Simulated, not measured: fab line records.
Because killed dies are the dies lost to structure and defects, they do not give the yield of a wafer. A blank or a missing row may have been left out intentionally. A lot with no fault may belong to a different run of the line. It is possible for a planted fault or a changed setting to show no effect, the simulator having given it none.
fab line records    flow rit-cmos
record lots=13  wafers=39  last-day=8
route steps=202 shown FOX1@20 FOX2@27 PWELL@48 M1@202
lots untouched by any fault: they come from a run of this same line in which no faults occurred
start-h: hours from the record's first day to the start of the lot's first wafer shown    wait-h: hours from the lot's prior step to this one    " identical to the entry in the row above    L1.1+2: several wafers, shown together as one row    - no value, or no start given    * or withheld: withheld    < > ~ a bound
route shown NAME@n: names a module that has steps shown in the file, with the first one's number in the route    usual: mean and standard deviation over wafers with no fault    same: alike in all rows    chamber/n: place in a boat    sites: each site's reading    _std_site: how widely they spread, as a standard deviation    _edge_site: inner sites' mean taken away from outer sites' mean    radius-mm: for every site, how far away it sits from the centre of the wafer    mask NAME#n: copy n    behind: the last tool/chamber to shape the wafer    hold: the reason the lot was held/the length of the hold in hours/how it ended    device: which transistor (n, p or np) failed to switch    end of line: tests of these same wafers at the route's end    a step without rows: its recipe alone    killed: at the first sort, the dies lost to defects and structure; wafer yield is something else    map: a wafer's dies, marking killed ones x, the rest . and places with no die _
set.NAME: the setting the step ran with; set.NAME@STEP: the setting that earlier step ran with    model.NAME: the simulator's own value behind a step, which no gauge read
route steps across a sampled set of lots; one table per step, one row per wafer
services: a tool's chamber out of use, with start hour (start-h, from the record's first day; less than 0 if before it), hours out, and reason
## steps
# step RIT_FOX1_OXIDATION_00
# recipe temp-c=1100  ambient=H2O  target-thk-a=3507  p-h2o-torr=720  ox-time-s=1130
# usual spike-tc-centre-C=1102.1/1  spike-tc-load-C=1127.9/1.2  spike-tc-source-C=1125.7/1.7  tube-center-temp-C=1100/0.096  tube_center_temp_C_max=1102.8/0.44  zone-power-load-pct=47/5.5  zone-power-source-pct=42/3.3
# same ox-time-s=1130
lot.wafer  tool        chamber  start-h  wait-h  spike-tc-centre-C  spike-tc-load-C  spike-tc-source-C  tube-center-temp-C  tube_center_temp_C_max  zone-power-load-pct  zone-power-source-pct
L771.1     furnace-01  0        18.07    2.4     1100.9             1129.1           1124.4             1100                1103.6                  47                   45
L771.4     "           0        "        "       1102.5             1129.8           1124.0             1099.9              1102.3                  48                   45
L771.5     "           0        "        "       1101.9             1129.6           1122.6             1100.1              1103.3                  47                   45
L772.1     furnace-04  0        22.18    0.1     1104.1             1127.9           1125.2             1100                1102.8                  50                   43
L772.2     "           0        "        "       1103.9             1127.6           1125.5             1100.1              1103.2                  51                   45
L772.4     "           0        "        "       1103.0             1129.2           1123.9             1100.1              1102.5                  51                   45
L773.2     furnace-01  0        26.55    0.0     1101.2             1130.4           1123.4             1100                1102.7                  48                   45
L773.3     "           0        "        "       1102.9             1129.3           1122.4             1099.9              1102.6                  47                   45
L773.4     "           0        "        "       1100.3             1127.3           1124.0             1100                1103.0                  48                   44
L774.4     furnace-04  0        32.85    2.2     1103.1             1129.1           1125.5             1099.8              1103.3                  52                   44
L774.5     "           0        "        "       1102.3             1127.8           1125.0             1099.9              1102.2                  51                   44
L774.6     "           0        "        "       1101.3             1126.7           1124.6             1100                1104.1                  52                   44
L775.1     furnace-04  0        36.30    0.0     1102.2             1129.1           1125.5             1100.1              1102.0                  52                   44
L775.3     "           0        "        "       1101.8             1125.7           1126.2             1100.1              1102.4                  51                   44
L775.6     "           0        "        "       1102.0             1127.2           1125.5             1100.1              1103.0                  51                   44
L776.3     furnace-04  0        43.22    2.2     1105.5             1128.4           1126.4             1100.1              1103.2                  50                   44
L776.4     "           0        "        "       1102.2             1126.9           1124.7             1099.8              1102.7                  51                   44
L776.5     "           0        "        "       1103.2             1127.5           1125.5             1100.1              1102.9                  51                   44
L777.3     furnace-04  0        47.68    0.2     1102.9             1128.1           1124.8             1100.1              1103.1                  50                   43
L777.4     "           0        "        "       1102.2             1128.0           1126.1             1100                1102.8                  51                   44
L777.6     "           0        "        "       1102.3             1126.7           1124.0             1100.1              1102.9                  52                   44
L778.1     furnace-03  0        51.94    0.0     1100.3             1127.3           1127.4             1100.1              1102.3                  38                   37
L778.2     "           0        "        "       1101.0             1128.2           1128.4             1099.9              1102.2                  38                   37
L778.5     "           0        "        "       1102.9             1125.9           1126.0             1100                1102.9                  38                   36
L779.1     furnace-04  0        59.30    3.8     1125.8             1152.9           1151.5             1125                1127.7                  54                   46
L779.5     "           0        "        "       1128.2             1152.2           1152.5             1125.1              1127.8                  54                   46
L779.6     "           0        "        "       1126.6             1155.0           1151.2             1125.1              1127.8                  55                   46
L780.1     furnace-04  0        63.88    0.0     1129.4             1151.7           1149.2             1125.1              1127.7                  53                   47
L780.5     "           0        "        "       1127.9             1152.7           1150.2             1125                1128.2                  54                   47
L780.6     "           0        "        "       1125.9             1152.5           1151.3             1125.1              1127.9                  55                   47
L789.3     furnace-03  0        113.73   5.1     1102.1             1128.1           1128.8             1099.9              1102.7                  38                   37
L789.5     "           0        "        "       1100.2             1128.7           1126.4             1100                1102.6                  38                   37
L789.6     "           0        "        "       1101.2             1127.3           1127.9             1100.1              1102.6                  38                   37
L793.4     furnace-01  0        133.10   2.4     1102.7             1129.3           1125.7             1100.1              1102.6                  47                   44
L793.5     "           0        "        "       1102.4             1129.2           1123.7             1100.1              1102.3                  49                   44
L793.6     "           0        "        "       1102.8             1130.2           1122.4             1100.2              1103.1                  47                   45
L794.1     furnace-01  0        133.10   2.2     1101.5             1129.4           1124.8             1100                1102.4                  48                   45
L794.4     "           0        "        "       1101.1             1129.9           1123.3             1100                1102.5                  47                   45
L794.6     "           0        "        "       1102.1             1130.1           1125.0             1099.8              1102.7                  47                   45
# step RIT_FOX1_THK_MEAS_01
# recipe reads=SiO2_of_FOX1_OXIDATION_00
# usual FOX1_OXIDE_THK=345/5.8
lot.wafer  tool           chamber  start-h  wait-h  FOX1_OXIDE_THK[nm]
L771.1     film-metro-03  -        19.38    0.0     340
L771.4     "              -        "        "       338
L771.5     "              -        "        "       344
L772.1     film-metro-03  -        23.50    0.0     347
L772.2     "              -        "        "       349
L772.4     "              -        "        "       343
L773.2     film-metro-02  -        27.87    0.0     340
L773.3     "              -        "        "       333
L773.4     "              -        "        "       338
L774.4     film-metro-04  -        34.19    0.0     344
L774.5     "              -        "        "       346
L774.6     "              -        "        "       342
L775.1     film-metro-02  -        37.62    0.0     345
L775.3     "              -        "        "       350
L775.6     "              -        "        "       340
L776.3     film-metro-03  -        44.55    0.0     350
L776.4     "              -        "        "       347
L776.5     "              -        "        "       345
L777.3     film-metro-03  -        49.01    0.0     355
L777.4     "              -        "        "       353
L777.6     "              -        "        "       347
L778.1     film-metro-04  -        53.25    0.0     345
L778.2     "              -        "        "       346
L778.5     "              -        "        "       341
L779.1     film-metro-02  -        60.61    0.0     385
L779.5     "              -        "        "       387
L779.6     "              -        "        "       380
L780.1     film-metro-04  -        65.19    0.0     387
L780.5     "              -        "        "       382
L780.6     "              -        "        "       379
L789.3     film-metro-02  -        115.07   0.0     348
L789.5     "              -        "        "       348
L789.6     "              -        "        "       354
L794.1     film-metro-04  -        134.41   0.0     346
L794.4     "              -        "        "       347
L794.6     "              -        "        "       353
L793.4     film-metro-02  -        134.44   0.0     367
L793.5     "              -        "        "       354
L793.6     "              -        "        "       357
# step RIT_FOX2_THK_MEAS_90
# recipe reads=SiO2_of_FOX2_OXIDATION_00
# usual FIELD_OXIDE_LEFT_1_THK=318/6.2
lot.wafer  tool           chamber  start-h  wait-h  FIELD_OXIDE_LEFT_1_THK[nm]
L771.1     film-metro-02  -        22.05    0.0     324
L771.4     "              -        "        "       316
L771.5     "              -        "        "       318
L772.1     film-metro-02  -        25.93    0.0     321
L772.2     "              -        "        "       315
L772.4     "              -        "        "       316
L773.2     film-metro-01  -        31.80    0.0     321
L773.3     "              -        "        "       325
L773.4     "              -        "        "       320
L774.4     film-metro-03  -        36.57    0.0     309
L774.5     "              -        "        "       313
L774.6     "              -        "        "       310
L775.1     film-metro-02  -        39.99    0.0     319
L775.3     "              -        "        "       313
L775.6     "              -        "        "       319
L776.3     film-metro-03  -        47.89    0.0     329
L776.4     "              -        "        "       325
L776.5     "              -        "        "       324
L777.3     film-metro-01  -        51.38    0.0     317
L777.4     "              -        "        "       325
L777.6     "              -        "        "       315
L778.1     film-metro-01  -        56.09    0.0     326
L778.2     "              -        "        "       326
L778.5     "              -        "        "       323
L779.1     film-metro-03  -        65.04    0.0     317
L779.5     "              -        "        "       322
L779.6     "              -        "        "       317
L780.1     film-metro-03  -        67.70    0.0     317
L780.5     "              -        "        "       315
L780.6     "              -        "        "       315
L789.3     film-metro-03  -        124.58   0.0     320
L789.5     "              -        "        "       322
L789.6     "              -        "        "       319
L794.1     film-metro-03  -        136.78   0.0     318
L794.4     "              -        "        "       318
L794.6     "              -        "        "       320
L793.4     film-metro-01  -        136.81   0.0     320
L793.5     "              -        "        "       319
L793.6     "              -        "        "       317
# step RIT_PWELL_STRIP_09
# recipe chemistry=O2  time-s=180  resist=NOVOLAK  platen-temp-c=withheld  power-w=500  pressure-mtorr=4000  o2-flow-sccm=4000
# usual drypump-motor-current-A=5.8/0.49
lot.wafer  tool             chamber  start-h  wait-h  drypump-motor-current-A  rf-hours-counter-h
L771.1     plasma-asher-02  1        24.98    0.1     6.3                      39
L771.4     "                0        "        "       6.6                      -
L771.5     "                1        "        "       6.3                      -
L772.1     plasma-asher-04  0        28.86    0.1     5.3                      33
L772.2     "                1        "        "       5.2                      33
L772.4     "                1        "        "       5.2                      -
L773.2     plasma-asher-01  1        34.85    0.1     5.5                      41
L773.3     "                1        "        "       5.5                      -
L773.4     "                0        "        "       5.8                      -
L774.4     plasma-asher-01  0        39.52    0.1     5.8                      -
L774.5     "                1        "        "       5.5                      -
L774.6     "                0        "        "       5.8                      -
L775.1     plasma-asher-02  0        43.05    0.1     6.6                      41
L775.3     "                1        "        "       6.3                      -
L775.6     "                0        "        "       6.6                      -
L776.3     plasma-asher-04  1        51.01    0.1     5.2                      -
L776.4     "                0        "        "       5.3                      -
L776.5     "                1        "        "       5.2                      -
L777.3     plasma-asher-01  1        54.47    0.1     5.5                      -
L777.4     "                0        "        "       5.8                      -
L777.6     "                0        "        "       5.9                      -
L778.1     plasma-asher-01  0        59.38    0.1     5.8                      44
L778.2     "                1        "        "       5.5                      44
L778.5     "                0        "        "       5.8                      -
L779.1     plasma-asher-01  0        67.97    0.1     5.8                      45
L779.5     "                1        "        "       5.5                      -
L779.6     "                0        "        "       5.8                      -
L780.1     plasma-asher-02  1        70.68    0.1     6.4                      44
L780.5     "                1        "        "       6.3                      -
L780.6     "                0        "        "       6.6                      -
L789.3     plasma-asher-01  1        127.67   0.1     5.5                      -
L789.5     "                1        "        "       5.5                      -
L789.6     "                0        "        "       5.8                      -
L794.1     plasma-asher-02  0        141.49   0.1     6.5                      51
L794.4     "                1        "        "       6.3                      -
L794.6     "                1        "        "       6.3                      -
L793.4     plasma-asher-01  1        141.71   0.1     5.5                      -
L793.5     "                1        "        "       5.5                      -
L793.6     "                0        "        "       5.8                      -
# step RIT_PWELL_TW_MEAS_10
# usual PWELL_TW=948/8.5
lot.wafer  tool           chamber  start-h  wait-h  PWELL_TW
L771.1     film-metro-01  -        25.15    0.1     945
L771.4     "              -        "        "       942
L771.5     "              -        "        "       943
L772.1     film-metro-01  -        29.03    0.1     944
L772.2     "              -        "        "       949
L772.4     "              -        "        "       945
L773.2     film-metro-04  -        35.03    0.1     944
L773.3     "              -        "        "       943
L773.4     "              -        "        "       943
L774.4     film-metro-04  -        39.67    0.1     937
L774.5     "              -        "        "       937
L774.6     "              -        "        "       939
L775.1     film-metro-04  -        43.22    0.1     941
L775.3     "              -        "        "       943
L775.6     "              -        "        "       945
L776.3     film-metro-03  -        51.15    0.1     969
L776.4     "              -        "        "       966
L776.5     "              -        "        "       967
L777.3     film-metro-04  -        54.60    0.1     943
L777.4     "              -        "        "       944
L777.6     "              -        "        "       944
L778.1     film-metro-03  -        59.56    0.1     965
L778.2     "              -        "        "       970
L778.5     "              -        "        "       964
L779.1     film-metro-01  -        68.14    0.1     949
L779.5     "              -        "        "       954
L779.6     "              -        "        "       955
L780.1     film-metro-01  -        70.86    0.1     948
L780.5     "              -        "        "       951
L780.6     "              -        "        "       951
L789.3     film-metro-04  -        127.81   0.1     936
L789.5     "              -        "        "       940
L789.6     "              -        "        "       940
L794.1     film-metro-04  -        141.67   0.1     938
L794.4     "              -        "        "       936
L794.6     "              -        "        "       935
L793.4     film-metro-04  -        141.85   0.1     935
L793.5     "              -        "        "       944
L793.6     "              -        "        "       936
# step RIT_M1_PROBE_99
# usual killed_at_M0_to_M3=0.0/0.12  killed-at-contacts=0.1/0.23  killed-at-front-end=6.6/2.9  killed-dies=6.7/3  killed-open=3.5/2.1  killed-short=3.2/1.8
# same gross-dies=264  killed_at_M4_up=0  killed-at-back-side=0  killed-at-other=0
lot.wafer  tool       chamber  start-h  wait-h  killed_at_M0_to_M3  killed-at-contacts  killed-at-front-end  killed-dies  killed-open  killed-short
L779.1     prober-02  -        106.64   0.1     0                   0                   10                   10           4            6
L779.5     prober-02  -        106.84   0.2     0                   0                   11                   11           4            7
L779.6     prober-02  -        106.89   0.2     0                   0                   13                   13           7            6
L780.1     prober-01  -        111.01   0.1     0                   0                   11                   11           6            5
L780.5     prober-01  -        111.21   0.2     0                   0                   2                    2            2            0
L780.6     prober-01  -        111.26   0.2     0                   0                   6                    6            3            3
L793.4     prober-01  -        179.98   0.2     0                   0                   4                    4            3            1
L793.5     prober-01  -        180.03   0.2     0                   0                   5                    5            2            3
L793.6     prober-01  -        180.08   0.2     0                   0                   7                    7            3            4
# killed by level:class
L779.1 GATE:geometric-particle:short=3 GATE:geometric-particle:open=2 FOX1:geometric-particle:short=1 REOX:geometric-particle:open=1 REOX:geometric-particle:short=1 SPACER:geometric-particle:open=1 SPACER:geometric-particle:short=1
L779.5 GATE:geometric-particle:short=4 GATE:geometric-particle:open=4 SPACER:geometric-particle:short=3
L779.6 GATE:geometric-particle:short=5 REOX:geometric-particle:open=2 SPACER:geometric-particle:open=2 FOX1:geometric-particle:short=1 FOX2:geometric-particle:open=1 GATE:geometric-particle:open=1 SILICIDE:geometric-particle:open=1
L780.1 FOX1:geometric-particle:open=3 FOX1:geometric-particle:short=2 GATE:geometric-particle:short=2 GATE:geometric-particle:open=1 REOX:geometric-particle:open=1 SPACER:geometric-particle:open=1 SILICIDE:geometric-particle:short=1
L780.5 REOX:geometric-particle:open=2
L780.6 FOX1:geometric-particle:short=2 REOX:geometric-particle:open=2 GATE:geometric-particle:short=1 SPACER:geometric-particle:open=1
L793.4 GATE:geometric-particle:short=1 GATE:geometric-particle:open=1 SPACER:geometric-particle:open=1 SILICIDE:geometric-particle:open=1
L793.5 SPACER:geometric-particle:short=2 GATE:geometric-particle:open=1 GATE:geometric-particle:short=1 SPACER:geometric-particle:open=1
L793.6 GATE:geometric-particle:short=2 SPACER:geometric-particle:open=2 GATE:geometric-particle:open=1 REOX:geometric-particle:short=1 SILICIDE:geometric-particle:short=1
## services
tool             chamber  start-h  hours  kind
furnace-01       -        27.86    3.0    pm
plasma-asher-02  -        39.68    0.8    repair
furnace-04       -        56.27    3.0    pm
plasma-asher-01  -        108.75   9.0    pm
plasma-asher-01  0        108.75   9.0    vent-cycle
plasma-asher-01  1        108.75   9.0    vent-cycle
plasma-asher-02  -        111.76   0.5    repair
furnace-03       -        115.05   3.4    pm
plasma-asher-01  0        117.75   -      clean
plasma-asher-01  1        117.75   -      clean
plasma-asher-02  -        127.91   2.8    pm
## key
first-sign step=RIT_FOX1_OXIDATION_00  reading=tube-center-temp-C  direction=up  sigmas=99+  usual=*  struck=*
effect step=RIT_FOX1_OXIDATION_00  reading=tube_center_temp_C_max  direction=up  sigmas=57  usual=*  struck=*
effect step=RIT_FOX1_THK_MEAS_01  reading=FOX1_OXIDE_THK  direction=up  sigmas=6.6  usual=345  struck=383
met-at RIT_FOX1_OXIDATION_00
struck-lots L779,L780
tester-left-out L779,L780
not-acting-at RIT_FOX2_THK_MEAS_90,RIT_PWELL_STRIP_09,RIT_PWELL_TW_MEAS_10
onset-between 47.68 59.30
fault kind=process-parameter-drift  tool=furnace-04  chamber=-  onset-h=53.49  steps=RIT_FOX1_OXIDATION_00  channel=temp-c  offset=*  shape=step  end-h=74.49  acts-in=*  stated=*
# tester-left-out: of these lots the tester's yield and bins aren't shown, on N5 and GAA mostly nor the transistor test; their killed dies are dies lost to structure and defects alone, not to doping, threshold or leakage, so they don't give the yield
